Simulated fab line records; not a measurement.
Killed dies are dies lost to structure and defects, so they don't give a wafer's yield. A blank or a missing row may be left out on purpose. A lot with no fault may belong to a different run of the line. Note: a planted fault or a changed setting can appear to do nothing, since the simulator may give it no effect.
Problem report, 8D (eight disciplines) form, completed by code | flow rit-cmos | the parts of the form that need people (team, actions taken, sign-off) are left out

1. WHAT WENT WRONG
Across 6 wafers from 2 lots, M1_AL_RS at RIT_M1_RS_MEAS_01 averages 0.0815 ohm/sq, while fault-free wafers read 0.0737 ohm/sq with a standard deviation of 0.00071. That is +11 standard deviations from the usual mean.
The step: measures by four-point-probe.
The first sign was on wafer L786.1 at day 4 23:01, on film-metro-03. At this step, 42 wafers from 14 lots have a number in the record. Rule for "out" (also "out of limits"): further than 4 standard deviations from the usual mean. Any other wafer with a number is counted as sound.

2. WHAT IT IS, AND WHAT IT ISN'T
question                    | is                           | is not
which readings at this step | M1_AL_RS                     | -
which lots                  | L786, L788                   | L778, L779, L780, L781, L782, L789, L791, L793, L795, L797, L799, L800
which wafers of those lots  | all that have a number       | -
read on which gauges        | film-metro-02, film-metro-03 | film-metro-04
when                        | from day 4 23:01             | up to then (15 sound wafers); but 21 sound wafers of L789, L791, L793, L795, L797, L799, L800 came after

3. WHAT RULES OUT EACH SUSPECT
Counting: a tool stays on the suspect list if, at a process step up to the reading, it processed all lots that are out and no sound lot following the first of them.
- ruled out: the gauge at RIT_M1_RS_MEAS_01. The wafers that are out were read on 2 gauges (film-metro-02, film-metro-03).
- pvd-sputter-04 at RIT_M1_SPUTTER_00 (material Al, target thk 400 nm, time 500 s): kept. It processed each lot that is out, first L786 at day 4 22:44, and no sound lot thereafter; up to then, the last sound lot it processed was L782 at day 4 01:20.
After counting, what remains is pvd-sputter-04 at RIT_M1_SPUTTER_00.

4. THE CAUSE (what the simulator had put in)
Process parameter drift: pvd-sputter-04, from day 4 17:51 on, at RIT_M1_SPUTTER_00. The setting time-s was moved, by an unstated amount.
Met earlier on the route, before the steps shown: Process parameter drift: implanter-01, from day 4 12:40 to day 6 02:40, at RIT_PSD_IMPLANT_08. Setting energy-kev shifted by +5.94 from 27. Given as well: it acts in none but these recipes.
After counting, this tool was the only one left.

5. THE CHAIN OF EFFECTS, in route order
Rows list readings where the struck wafers' mean (over those with a number) sits beyond 3 standard deviations from the usual. Only readings whose record carries a usual standard deviation are examined. hours: median over the lots of the time between each lot's start at the first step of this table that gives one and its start at this step. sigmas: the change, counted in usual standard deviations.
hours | step               | reading   | usual         | on struck wafers | change  | sigmas
0     | RIT_M1_RS_MEAS_01  | M1_AL_RS  | 0.0737 ohm/sq | 0.0815           | +0.0078 | +11
0     | RIT_M1_THK_MEAS_02 | M1_AL_THK | 406 nm        | 368              | -38     | -8.0

6. HOW IT WOULD HAVE BEEN CAUGHT EARLIER
5 hours passed between the start of the fault at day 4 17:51 and the first reading out of limits at a measuring or inspecting step in this record, taken at day 4 23:01.
Of the tool readings at RIT_M1_SPUTTER_00 for which the record gives a usual standard deviation, none was out on any struck wafer, so an alarm limit of 4 standard deviations on them would not have fired.
L788, from the lots that are out (2), started RIT_M1_SPUTTER_00 on pvd-sputter-04 later than day 4 23:01. Had the tool been put on hold then, it would have been spared.
